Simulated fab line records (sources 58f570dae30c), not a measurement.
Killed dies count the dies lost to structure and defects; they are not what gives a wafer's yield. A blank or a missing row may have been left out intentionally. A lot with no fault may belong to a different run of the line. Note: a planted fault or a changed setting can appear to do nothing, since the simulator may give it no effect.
The tool behind it: which one? | flow berkeley-cmos170 | 21 wafers from 7 lots sampled at 4 of the route's 331 steps

## WHAT THE GAUGES READ, wafer by wafer
UCB170_ACTIVE_THK_MEAS_06.
lot  | measured    | on            | ACTIVE_NITRIDE_THK (nm)
L103 | day 4 14:11 | film-metro-01 | 224.7 223.7 223.5
L107 | day 4 21:50 | film-metro-04 | 221.5 220.1 219.5
L111 | day 6 02:07 | film-metro-02 | 220.8 219.4 220.6
L114 | day 6 14:32 | film-metro-04 | 275.4 275.6 275.1
L120 | day 7 13:34 | film-metro-04 | 218.5 220.7 220.3
L123 | day 8 09:17 | film-metro-01 | 221.2 217.8 217.4
L125 | day 8 14:37 | film-metro-01 | 216.6 217.4 217.5

## TOOL THAT RAN EACH LOT (tool first, then ch and the chambers of the sampled wafers, then the start)
lot  | UCB170_ZERO_ETCH_06               | UCB170_PWELL_ETCH_14              | UCB170_ACTIVE_CVD_05
L103 | rie-diel-04 ch 2,3, day 2 00:08   | rie-diel-03 ch 0,2,3, day 3 09:28 | lpcvd-01 ch 0, day 4 12:16
L107 | rie-diel-03 ch 0,1,3, day 2 15:24 | rie-diel-03 ch 0,1,2, day 3 19:50 | lpcvd-02 ch 0, day 4 19:55
L111 | rie-diel-04 ch 0,3, day 3 13:04   | rie-diel-04 ch 0,2,3, day 4 21:37 | lpcvd-02 ch 1, day 6 00:11
L114 | rie-diel-04 ch 0,2, day 4 03:23   | rie-diel-04 ch 2,3, day 5 10:07   | lpcvd-01 ch 1, day 6 12:37
L120 | rie-diel-03 ch 0,2, day 5 08:22   | rie-diel-01 ch 0,2,3, day 6 09:44 | lpcvd-02 ch 0, day 7 11:37
L123 | rie-diel-02 ch 0,2,3, day 5 22:30 | rie-diel-03 ch 0,1,3, day 7 08:44 | lpcvd-02 ch 0, day 8 07:20
L125 | rie-diel-02 ch 0,1,3, day 6 07:52 | rie-diel-01 ch 1,2, day 7 09:49   | lpcvd-02 ch 0, day 8 12:41
- UCB170_ZERO_ETCH_06: etches SiO2 in CHF3/CF4/Ar, time 12 s.
- UCB170_PWELL_ETCH_14: etches Si3N4 in CH3F/Ar/O2, stops on SiO2, target depth 242 nm, time 151 s.
- UCB170_ACTIVE_CVD_05: deposits Si3N4 from SiH2Cl2/NH3, target thk 220 nm, time 3300 s.

## THE ANSWER, worked out from the rows above alone
Rule: usual is defined by the lots themselves. Put in order of their means at a reading, lots are off if they are a third of the lots or fewer, leave a main group of 4 or more, and stand apart from it by a gap of 3 or more times the standard deviation of the main group's means; of several such gaps the widest counts. If all means in a main group match to the digits the tables above print for the reading, that group is not used. Also off: a lot with no number at a reading for which 4 or more lots have one. Any other lot the step has rows for is counted as sound.
Off: L114, seen at UCB170_ACTIVE_THK_MEAS_06 (ACTIVE_NITRIDE_THK). The main group: mean 220.1 nm, standard deviation 2.1.
A tool fits if, at a process step before that reading, it ran every lot that is off, and no sound lot after the first of them. Those tools and the gauges at UCB170_ACTIVE_THK_MEAS_06 are tried in the same way. This does not decide it: 2 tools fit, namely rie-diel-04 at UCB170_ZERO_ETCH_06 and UCB170_PWELL_ETCH_14 and lpcvd-01 at UCB170_ACTIVE_CVD_05.

## WHAT THE SIMULATOR HAD INSERTED
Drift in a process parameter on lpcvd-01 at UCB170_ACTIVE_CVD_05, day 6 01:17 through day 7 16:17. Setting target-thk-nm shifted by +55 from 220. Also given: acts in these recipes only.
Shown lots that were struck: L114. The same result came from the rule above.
